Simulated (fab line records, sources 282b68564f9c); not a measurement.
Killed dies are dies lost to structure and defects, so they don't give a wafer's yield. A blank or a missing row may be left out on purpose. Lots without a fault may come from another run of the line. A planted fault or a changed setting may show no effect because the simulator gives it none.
fab line records | flow rit_cmos
record lots=6 wafers=18 last_day=6
route steps=202 shown PWELL@42 WELLDRIVE@50 NWELL@51 NRETRO@53 PRETRO@64 M1@202
lots that met no fault: from a run of the same line without faults
start_h: hours from the record's first day to the start of the lot's first wafer shown | wait_h: hours since the lot's step before | " the same as in the row above | L1.1+2: a row that stands for several wafers | - no value, or no start given | * or withheld: withheld | < > ~ a bound
route shown NAME@n: a module of which the file shows steps, and the number in the route of the first | usual: mean/standard deviation of fault-free wafers | same: alike in all rows | chamber/n: place in a boat | sites: the reading at each site | _std_site: their standard deviation | _edge_site: outer sites' mean less inner sites' | radius_mm: how far each site lies from the wafer's centre | mask NAME#n: copy n | behind: the tool/chamber that last shaped the wafer | hold: why the lot was held/for how many hours/how that ended | device: the transistor (n, p or np) that didn't switch | end of line: the same wafers' tests at the end of the route | a step without rows: its recipe alone | killed: dies lost to structure and defects at the first sort, not the wafer's yield | map: a wafer's dies, x killed, . not, _ none there
set.NAME: the setting as run; set.NAME@STEP: as run at that earlier step | model.NAME: the simulator's own value behind a step, which no gauge read
lots at some steps of the route; a table a step, a row a wafer
services: from which hour (start_h, from the record's first day; less than 0 if before it) a tool's chamber was out of use, for how many hours, and why
## steps
# step RIT_PWELL_EXPOSE_03
# recipe mask_id=M3 na=0.57 target_cd_nm=43700 dose_mj=250
# step RIT_PWELL_PEB_04
# recipe resist=NOVOLAK temp_c=withheld time_s=withheld
# step RIT_PWELL_DEVELOP_05
# recipe resist=NOVOLAK develop_time_s=68 dev_temp_c=23
# step RIT_PWELL_OVL_MEAS_06
# usual PWELL_OVL=-0.2/1.4
# columns lot.wafer tool chamber start_h wait_h PWELL_OVL[nm]
L187.2 overlay-02 - 84.78 - -0.1
L187.3 " - " " -0.9
L187.4 " - " " -1.5
L189.1 overlay-02 - 93.36 - -1.0
L189.3 " - " " 1.0
L189.5 " - " " -0.2
L190.3 overlay-01 - 99.30 - -0.7
L190.4 " - " " -1.0
L190.5 " - " " 0.4
L191.2 overlay-02 - 104.18 - -1.2
L191.4 " - " " -3.5
L191.5 " - " " -2.9
L195.3 overlay-01 - 121.96 - 0.7
L195.4 " - " " -0.8
L195.6 " - " " -2.9
L196.1 overlay-01 - 128.51 - -1.1
L196.3 " - " " -0.8
L196.5 " - " " -1.6
# step RIT_PWELL_HARDBAKE_07
# recipe resist=NOVOLAK temp_c=140 time_s=120
# step RIT_PWELL_IMPLANT_08
# recipe species=B energy_kev=170 dose_cm2=6.948e+13 tilt_deg=7
# step RIT_PWELL_STRIP_09
# recipe chemistry=O2 time_s=180 resist=NOVOLAK platen_temp_c=withheld power_w=500 pressure_mtorr=4000 o2_flow_sccm=4000
# usual drypump_motor_current_A=5.34/0.25 o2_flow_sccm=3997/13
# columns lot.wafer tool chamber start_h wait_h drypump_motor_current_A o2_flow_sccm rf_hours_counter_h
L187.2 plasma_asher-01 1 85.21 0.1 5.08 4001 29
L187.3 " 0 " " 5.84 4011 -
L187.4 " 1 " " 5.09 3996 -
L189.1 plasma_asher-03 0 93.79 0.1 5.14 3990 45
L189.3 " 0 " " 5.15 3990 -
L189.5 " 1 " " 5.11 4004 -
L190.3 plasma_asher-03 0 99.78 0.1 5.17 3993 -
L190.4 " 1 " " 5.11 4003 -
L190.5 " 0 " " 5.11 3996 -
L191.2 plasma_asher-03 1 104.61 0.1 5.11 4028 47
L191.4 " 1 " " 5.15 4006 -
L191.5 " 1 " " 5.13 4017 -
L195.3 plasma_asher-02 0 122.45 0.1 5.60 3994 -
L195.4 " 1 " " 5.43 3992 -
L195.6 " 0 " " 5.57 3992 -
L196.1 plasma_asher-03 0 128.95 0.1 5.17 3995 1
L196.3 " 0 " " 5.14 4001 -
L196.5 " 1 " " 5.13 4036 -
# step RIT_PWELL_TW_MEAS_10
# usual PWELL_TW=955/9.8
# columns lot.wafer tool chamber start_h wait_h PWELL_TW
L187.2 film_metro-02 - 85.39 0.1 938
L187.3 " - " " 943
L187.4 " - " " 939
L189.1 film_metro-04 - 93.97 0.1 959
L189.3 " - " " 962
L189.5 " - " " 960
L190.3 film_metro-02 - 99.92 0.1 943
L190.4 " - " " 949
L190.5 " - " " 944
L191.2 film_metro-02 - 104.79 0.1 949
L191.4 " - " " 944
L191.5 " - " " 945
L195.3 film_metro-04 - 122.58 0.1 962
L195.4 " - " " 961
L195.6 " - " " 962
L196.1 film_metro-01 - 129.12 0.1 963
L196.3 " - " " 957
L196.5 " - " " 960
# step RIT_WELLDRIVE_ANNEAL_00
# recipe temp_c=1100 time_s=14700 ambient=N2
# step RIT_WELLDRIVE_RS_MEAS_01
# recipe thk_meas_gauge=four-point-probe
# usual NWELL_RS=275.3/0.83
# columns lot.wafer tool chamber start_h wait_h NWELL_RS[ohm/sq]
L187.2 film_metro-04 - 90.83 0.0 274.5
L187.3 " - " " 274.9
L187.4 " - " " 274.8
L189.1 film_metro-04 - 99.11 0.0 275.2
L189.3 " - " " 275.8
L189.5 " - " " 274.7
L190.3 film_metro-02 - 105.08 0.0 273.8
L190.4 " - " " 274.9
L190.5 " - " " 274.4
L191.2 film_metro-01 - 110.15 0.0 273.7
L191.4 " - " " 274.7
L191.5 " - " " 274.7
L195.3 film_metro-01 - 127.75 0.0 275.6
L195.4 " - " " 274.3
L195.6 " - " " 276.0
L196.1 film_metro-04 - 134.27 0.0 273.8
L196.3 " - " " 274.5
L196.5 " - " " 274.7
# step RIT_WELLDRIVE_RS_MEAS_02
# recipe thk_meas_gauge=four-point-probe
# usual PWELL_RS=431.5/1.2
# columns lot.wafer tool chamber start_h wait_h PWELL_RS[ohm/sq]
L187.2 film_metro-04 - 90.95 0.1 431.5
L187.3 " - " " 430.6
L187.4 " - " " 433.0
L189.1 film_metro-04 - 99.23 0.1 431.8
L189.3 " - " " 432.1
L189.5 " - " " 432.5
L190.3 film_metro-02 - 105.20 0.1 431.8
L190.4 " - " " 431.5
L190.5 " - " " 430.4
L191.2 film_metro-01 - 110.27 0.1 430.4
L191.4 " - " " 431.4
L191.5 " - " " 430.2
L195.3 film_metro-01 - 127.87 0.1 428.9
L195.4 " - " " 428.4
L195.6 " - " " 427.9
L196.1 film_metro-04 - 134.39 0.1 432.2
L196.3 " - " " 431.3
L196.5 " - " " 431.5
# step RIT_NRETRO_HMDS_00
# recipe prime_time_s=60 prime_temp_c=140
# step RIT_NRETRO_COAT_01
# recipe resist=NOVOLAK spin_rpm=2000 resist_thk_nm=1300
# usual chill_plate_temp_C=23.00/0.11 dispense_pressure_kPa=49/3.6 exhaust_pa=45.2/0.77
# columns lot.wafer tool chamber start_h wait_h chill_plate_temp_C dispense_pressure_kPa exhaust_pa
L187.2 litho_track-03 0 91.22 0.1 22.97 45 45.4
L187.3 " 0 " " 22.95 45 44.8
L187.4 " 0 " " 22.93 45 44.7
L189.1 litho_track-01 0 99.50 0.1 23.12 54 45.6
L189.3 " 0 " " 23.01 54 45.1
L189.5 " 0 " " 23.08 54 45.0
L190.3 litho_track-03 0 105.48 0.1 22.91 45 45.3
L190.4 " 0 " " 22.87 45 44.8
L190.5 " 0 " " 22.87 45 43.8
L191.2 litho_track-01 0 110.54 0.1 22.90 54 45.4
L191.4 " 0 " " 22.97 54 43.9
L191.5 " 0 " " 23.02 54 45.5
L195.3 litho_track-01 - 128.25 0.1 - - -
L195.4 " - " " - - -
L195.6 " - " " - - -
L196.1 litho_track-04 - 134.66 0.1 - - -
L196.3 " - " " - - -
L196.5 " - " " - - -
# step RIT_NRETRO_SOFTBAKE_02
# recipe resist=NOVOLAK temp_c=90 time_s=60
# step RIT_NRETRO_EXPOSE_03
# recipe mask_id=M4 na=0.57 target_cd_nm=43900 dose_mj=250
# step RIT_NRETRO_PEB_04
# recipe resist=NOVOLAK temp_c=withheld time_s=withheld
# step RIT_NRETRO_DEVELOP_05
# recipe resist=NOVOLAK develop_time_s=68 dev_temp_c=23
# step RIT_NRETRO_OVL_MEAS_06
# usual NRETRO_OVL=0.8/1.3
# columns lot.wafer tool chamber start_h wait_h NRETRO_OVL[nm]
L187.2 overlay-02 - 92.06 - 3.0
L187.3 " - " " -0.5
L187.4 " - " " 1.4
L189.1 overlay-01 - 100.23 - 1.2
L189.3 " - " " 1.3
L189.5 " - " " 2.0
L190.3 overlay-01 - 106.41 - -0.1
L190.4 " - " " 0.2
L190.5 " - " " 0.9
L191.2 overlay-01 - 111.38 - 2.0
L191.4 " - " " 0.7
L191.5 " - " " -0.6
L195.3 overlay-02 - 129.07 - -
L195.4 " - " " -
L195.6 " - " " -
L196.1 overlay-02 - 135.39 - -
L196.3 " - " " -
L196.5 " - " " -
# step RIT_NRETRO_HARDBAKE_07
# recipe resist=NOVOLAK temp_c=140 time_s=120
# step RIT_NRETRO_IMPLANT_08
# recipe species=P energy_kev=70.94 dose_cm2=1e+13 tilt_deg=7
# step RIT_NRETRO_STRIP_09
# recipe chemistry=O2 time_s=180 resist=NOVOLAK platen_temp_c=withheld power_w=500 pressure_mtorr=4000 o2_flow_sccm=4000
# usual drypump_motor_current_A=5.7/0.63 o2_flow_sccm=4000/13
# columns lot.wafer tool chamber start_h wait_h drypump_motor_current_A o2_flow_sccm rf_hours_counter_h
L187.2 plasma_asher-01 1 92.49 0.1 5.1 3989 29
L187.3 " 0 " " 5.8 4005 -
L187.4 " 1 " " 5.1 3995 -
L189.1 plasma_asher-01 1 100.67 0.1 5.1 3989 30
L189.3 " 1 " " 5.1 3989 -
L189.5 " 0 " " 5.8 3964 -
L190.3 plasma_asher-03 0 106.89 0.1 5.1 3994 -
L190.4 " 1 " " 5.2 3980 -
L190.5 " 1 " " 5.1 3996 -
L191.2 plasma_asher-04 1 111.81 0.1 6.8 3999 48
L191.4 " 1 " " 6.9 4030 -
L191.5 " 1 " " 6.9 4018 -
L195.3 plasma_asher-01 0 129.55 0.1 5.8 3992 -
L195.4 " 1 " " 5.1 3998 -
L195.6 " 0 " " 5.8 3988 -
L196.1 plasma_asher-01 1 135.82 0.1 5.1 3994 35
L196.3 " 1 " " 5.1 3993 -
L196.5 " 1 " " 5.1 3993 -
# step RIT_NRETRO_TW_MEAS_10
# usual NRETRO_TW=1058/9.5
# columns lot.wafer tool chamber start_h wait_h NRETRO_TW
L187.2 film_metro-03 - 92.67 0.1 1053
L187.3 " - " " 1058
L187.4 " - " " 1054
L189.1 film_metro-02 - 100.84 0.1 1050
L189.3 " - " " 1050
L189.5 " - " " 1051
L190.3 film_metro-02 - 107.03 0.1 1046
L190.4 " - " " 1051
L190.5 " - " " 1053
L191.2 film_metro-02 - 111.99 0.1 1043
L191.4 " - " " 1054
L191.5 " - " " 1048
L195.3 film_metro-03 - 129.69 0.1 1062
L195.4 " - " " 1060
L195.6 " - " " 1061
L196.1 film_metro-02 - 136.00 0.1 1047
L196.3 " - " " 1054
L196.5 " - " " 1049
# step RIT_PRETRO_HMDS_00
# recipe prime_time_s=60 prime_temp_c=140
# step RIT_PRETRO_COAT_01
# recipe resist=NOVOLAK spin_rpm=2000 resist_thk_nm=1300
# step RIT_PRETRO_SOFTBAKE_02
# recipe resist=NOVOLAK temp_c=90 time_s=60
# step RIT_PRETRO_EXPOSE_03
# recipe mask_id=M5 na=0.57 target_cd_nm=43700 dose_mj=250
# step RIT_PRETRO_PEB_04
# recipe resist=NOVOLAK temp_c=withheld time_s=withheld
# step RIT_PRETRO_DEVELOP_05
# recipe resist=NOVOLAK develop_time_s=66.59 dev_temp_c=23
# step RIT_PRETRO_OVL_MEAS_06
# usual PRETRO_OVL=0.7/1.4
# columns lot.wafer tool chamber start_h wait_h PRETRO_OVL[nm]
L187.2 overlay-01 - 93.74 - -1.7
L187.3 " - " " -2.1
L187.4 " - " " -1.0
L189.1 overlay-02 - 101.89 - 0.4
L189.3 " - " " -2.1
L189.5 " - " " -2.0
L190.3 overlay-01 - 107.96 - -2.1
L190.4 " - " " 0.3
L190.5 " - " " 0.0
L191.2 overlay-01 - 112.93 - 1.9
L191.4 " - " " 2.1
L191.5 " - " " 2.1
L195.3 overlay-01 - 130.62 - -0.8
L195.4 " - " " -0.9
L195.6 " - " " 0.7
L196.1 overlay-01 - 137.06 - 0.3
L196.3 " - " " 1.1
L196.5 " - " " 0.5
# step RIT_PRETRO_HARDBAKE_07
# recipe resist=NOVOLAK temp_c=140 time_s=120
# step RIT_PRETRO_IMPLANT_08
# recipe species=B energy_kev=45 dose_cm2=1.2e+13 tilt_deg=7
# step RIT_PRETRO_STRIP_09
# recipe chemistry=O2 time_s=180 resist=NOVOLAK platen_temp_c=withheld power_w=500 pressure_mtorr=4000 o2_flow_sccm=4000
# usual drypump_motor_current_A=5.9/0.66 o2_flow_sccm=3998/11
# columns lot.wafer tool chamber start_h wait_h drypump_motor_current_A o2_flow_sccm rf_hours_counter_h
L187.2 plasma_asher-04 0 94.17 0.1 5.8 3996 46
L187.3 " 0 " " 5.8 4002 -
L187.4 " 1 " " 6.9 4012 -
L189.1 plasma_asher-03 0 102.33 0.1 5.1 3997 47
L189.3 " 0 " " 5.2 3999 -
L189.5 " 1 " " 5.1 3995 -
L190.3 plasma_asher-03 1 108.44 0.1 5.2 4011 -
L190.4 " 0 " " 5.1 3999 -
L190.5 " 0 " " 5.1 3994 -
L191.2 plasma_asher-04 0 113.36 0.1 5.8 4007 49
L191.4 " 0 " " 5.8 4003 -
L191.5 " 1 " " 6.9 4021 -
L195.3 plasma_asher-04 1 131.11 0.1 6.9 4002 -
L195.4 " 0 " " 5.8 3980 -
L195.6 " 1 " " 6.9 3992 -
L196.1 plasma_asher-02 0 137.50 0.1 5.6 4019 49
L196.3 " 1 " " 5.4 3982 -
L196.5 " 0 " " 5.6 4001 -
# step RIT_PRETRO_TW_MEAS_10
# usual PRETRO_TW=477/3.9
# columns lot.wafer tool chamber start_h wait_h hold PRETRO_TW
L187.2 film_metro-01 - 94.35 0.1 - 480
L187.3 " - " " - 480
L187.4 " - " " - 478
L189.1 film_metro-01 - 102.50 0.1 - 483
L189.3 " - " " - 480
L189.5 " - " " - 483
L190.3 film_metro-03 - 108.58 0.1 - 477
L190.4 " - " " - 474
L190.5 " - " " - 476
L191.2 film_metro-02 - 113.54 0.1 - 474
L191.4 " - " " - 473
L191.5 " - " " - 472
L195.3 film_metro-03 - 131.24 0.1 await_dispo/0.2h/release 1083
L195.4 " - " " await_dispo/0.2h/release 1081
L195.6 " - " " await_dispo/0.2h/release 1083
L195.3 film_metro-03 - 131.47 0.2 - 1089
L195.4 " - " " - 1092
L195.6 " - " " - 1084
L196.1 film_metro-01 - 137.67 0.1 await_dispo/0.2h/release 1102
L196.3 " - " " await_dispo/0.2h/release 1099
L196.5 " - " " await_dispo/0.2h/release 1097
L196.1 film_metro-01 - 137.90 0.2 - 1098
L196.3 " - " " - 1099
L196.5 " - " " - 1097
# step RIT_M1_PROBE_99
# usual defect_limited_yield=97.3/1 killed_at_contacts=0.0/0.16 killed_at_front_end=7.1/2.7 killed_dies=7.2/2.7 killed_open=3.5/1.9 killed_short=3.6/1.9 sort_bin_3_pad_short=0.1/0.21 sort_bin_5_function=1.6/0.73 sort_bin_6_memory=1.0/0.64 sort_n_pass=256.8/2.7 sort_yield_pct=97.3/1
# same gross_dies=264 killed_at_M0_to_M3=0 killed_at_M4_up=0 killed_at_back_side=0 killed_at_other=0
# columns lot.wafer tool chamber start_h wait_h defect_limited_yield[%] killed_at_contacts killed_at_front_end killed_dies killed_open killed_short sort_bin_3_pad_short[%] sort_bin_5_function[%] sort_bin_6_memory[%] sort_n_pass sort_yield_pct[%]
L187.2 prober-02 - 121.89 0.1 98.5 0 4 4 2 2 0 1.1 0.4 260.0 98.5
L187.3 prober-02 - 121.94 0.2 97.7 0 6 6 4 2 0 1.1 1.1 258.0 97.7
L187.4 prober-02 - 121.99 0.2 95.8 0 11 11 6 5 0.4 2.3 1.5 253.0 95.8
L189.1 prober-02 - 131.42 0.1 97.0 0 8 8 6 2 0 1.9 1.1 256.0 97.0
L189.3 prober-02 - 131.52 0.2 97.7 0 6 6 3 3 0 1.9 0.4 258.0 97.7
L189.5 prober-02 - 131.62 0.2 97.7 0 6 6 3 3 0 0.8 1.5 258.0 97.7
L190.3 prober-01 - 136.64 0.2 97.7 0 6 6 3 3 0 1.1 1.1 258.0 97.7
L190.4 prober-01 - 136.69 0.2 97.0 0 8 8 3 5 0.4 1.5 1.1 256.0 97.0
L190.5 prober-01 - 136.74 0.2 98.5 0 4 4 2 2 0 1.1 0.4 260.0 98.5
L191.2 prober-02 - 138.87 0.1 97.3 0 7 7 2 5 0 0.4 2.3 257.0 97.3
L191.4 prober-02 - 138.97 0.2 96.2 0 10 10 4 6 0.4 1.9 1.5 254.0 96.2
L191.5 prober-02 - 139.02 0.2 96.2 1 9 10 5 5 0 2.7 1.1 254.0 96.2
# killed by level:class
L187.2 FOX1:geometric_particle:open=1 GATE:geometric_particle:open=1 GATE:geometric_particle:short=1 SILICIDE:geometric_particle:short=1
L187.3 GATE:geometric_particle:open=2 REOX:geometric_particle:open=2 GATE:geometric_particle:short=1 REOX:geometric_particle:short=1
L187.4 SILICIDE:geometric_particle:open=3 FOX1:geometric_particle:short=2 GATE:geometric_particle:short=2 FOX1:geometric_particle:open=1 GATE:geometric_particle:open=1 REOX:geometric_particle:short=1 REOX:geometric_particle:open=1
L189.1 GATE:geometric_particle:open=4 GATE:geometric_particle:short=1 REOX:geometric_particle:open=1 SPACER:geometric_particle:open=1 SILICIDE:geometric_particle:short=1
L189.3 GATE:geometric_particle:open=1 REOX:geometric_particle:open=1 REOX:geometric_particle:short=1 SPACER:geometric_particle:open=1 SPACER:geometric_particle:short=1 SILICIDE:geometric_particle:short=1
L189.5 SPACER:geometric_particle:open=2 GATE:geometric_particle:short=1 REOX:geometric_particle:short=1 SPACER:geometric_particle:short=1 SILICIDE:geometric_particle:open=1
L190.3 SILICIDE:geometric_particle:open=2 GATE:geometric_particle:open=1 GATE:geometric_particle:short=1 SPACER:geometric_particle:short=1 SILICIDE:geometric_particle:short=1
L190.4 GATE:geometric_particle:short=3 REOX:geometric_particle:short=1 REOX:geometric_particle:open=1 SPACER:geometric_particle:open=1 SILICIDE:geometric_particle:short=1 SILICIDE:geometric_particle:open=1
L190.5 SILICIDE:geometric_particle:short=2 FOX1:geometric_particle:open=1 SPACER:geometric_particle:open=1
L191.2 REOX:geometric_particle:short=2 FOX1:geometric_particle:short=1 FOX2:geometric_particle:short=1 GATE:geometric_particle:short=1 REOX:geometric_particle:open=1 SILICIDE:geometric_particle:open=1
L191.4 GATE:geometric_particle:short=4 GATE:geometric_particle:open=3 SPACER:geometric_particle:short=1 SILICIDE:geometric_particle:short=1 SILICIDE:geometric_particle:open=1
L191.5 GATE:geometric_particle:short=2 REOX:geometric_particle:open=2 FOX1:geometric_particle:open=1 FOX1:geometric_particle:short=1 FOX2:geometric_particle:short=1 SILICIDE:geometric_particle:open=1 SILICIDE:geometric_particle:short=1 CONTACT:geometric_particle:open=1
## services
# columns tool chamber start_h hours kind
plasma_asher-03 - 108.75 9.0 pm
plasma_asher-03 0 108.75 9.0 vent_cycle
plasma_asher-03 1 108.75 9.0 vent_cycle
plasma_asher-02 - 109.58 2.8 pm
plasma_asher-03 0 117.75 - clean
plasma_asher-03 1 117.75 - clean
## key
first_sign step=RIT_NRETRO_COAT_01 reading=tool_record direction=missing
effect step=RIT_NRETRO_OVL_MEAS_06 reading=NRETRO_OVL direction=missing
effect step=RIT_PRETRO_TW_MEAS_10 reading=visit direction=added
effect step=RIT_PRETRO_TW_MEAS_10 reading=PRETRO_TW direction=up sigmas=99+ usual=477 struck=1091
met_at RIT_NRETRO_COAT_01
struck_wafers L195.3,L195.4,L195.6,L196.1,L196.3,L196.5
scrapped_behind RIT_PRETRO_TW_MEAS_10 L195.3,L195.4,L195.6,L196.1,L196.3,L196.5
onset_between 110.54 128.25
fault kind=skipped_step_whole tool=litho_track-01,litho_track-04 chamber=- onset_h=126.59 steps=RIT_NRETRO_COAT_01 scope=struck_lots_only
